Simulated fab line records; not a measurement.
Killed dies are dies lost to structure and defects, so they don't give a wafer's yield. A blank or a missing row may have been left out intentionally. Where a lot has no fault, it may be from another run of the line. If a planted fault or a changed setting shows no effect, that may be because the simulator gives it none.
A lot that was struck, set against a sound lot | flow rit-cmos | 14 out of 202 route steps
Sound: the wafers L610.1, L610.2, L610.6. Wafers L613.2, L613.4, L613.5 were the ones struck. The cause is given at the end.
Per side, at each step with rows, come the tool, then ch with its chambers, and then its first start. Under that, the readings that differ: sound wafers | struck wafers | difference of the means | sigmas: that difference in standard deviations of wafers without a fault.
alike: same words and numbers on both sides, and readings whose means sit less than 2 such deviations apart. not compared: any withheld reading, any reading some wafer has no value for, any bound like >300 that may hide the same value, and any number with overlapping values for which the record gives no deviation.
The two part at a step that has a row with sigmas, a row that says differs or no value, or rows on one side only. Non-overlapping numbers with no deviation appear without sigmas and do not part them. A reading that every wafer of one side lacks parts them only if that side has two wafers or more.

first, 2 steps without rows for these wafers: RIT_NWELL_PEB_04; RIT_NWELL_DEVELOP_05 (develop time 68 s).
RIT_NWELL_OVL_MEAS_06:
  struck on overlay-01, day 4 08:38; sound on overlay-02, day 3 17:11
  alike: NWELL_OVL
then, 2 steps without rows for these wafers: RIT_NWELL_HARDBAKE_07 (time 120 s); RIT_NWELL_IMPLANT_08.
RIT_NWELL_STRIP_09: strips in O2, time 180 s.
  sound on plasma-asher-02 ch 0,1, day 3 17:37; struck on plasma-asher-02 ch 0, day 4 09:04
  alike: drypump-motor-current-A
  not compared: rf-hours-counter-h
RIT_NWELL_TW_MEAS_10:
  struck on film-metro-03, day 4 09:16; sound on film-metro-02, day 3 17:48
  alike: NWELL_TW
then, 5 steps without rows for these wafers: RIT_PWELL_HMDS_00 (prime time 60 s); RIT_PWELL_COAT_01 (resist thk 1300 nm); RIT_PWELL_SOFTBAKE_02 (time 60 s); RIT_PWELL_EXPOSE_03 (exposes mask M3, target cd 43700 nm); RIT_PWELL_PEB_04.
RIT_PWELL_DEVELOP_05: develop time 68 s.
  struck on litho-track-03, day 4 10:00; sound on litho-track-04 ch 0, day 3 18:00
  no value came back on the struck wafers for chill-plate-temp-C (C), develop-time-s (s); on the sound wafers chill-plate-temp-C (C) reads 23.22 22.94 23.09
RIT_PWELL_OVL_MEAS_06:
  struck on overlay-01, day 4 10:11; sound on overlay-02, day 3 18:44
  reading        | sound         | struck | difference                    | sigmas
  PWELL_OVL (nm) | -0.3 -2.3 0.0 | - - -  | no value on the struck wafers |

== WHERE THEY PART ==
First at RIT_PWELL_DEVELOP_05; last, within this record, at RIT_PWELL_OVL_MEAS_06.

WHY: what had been put in by the simulator
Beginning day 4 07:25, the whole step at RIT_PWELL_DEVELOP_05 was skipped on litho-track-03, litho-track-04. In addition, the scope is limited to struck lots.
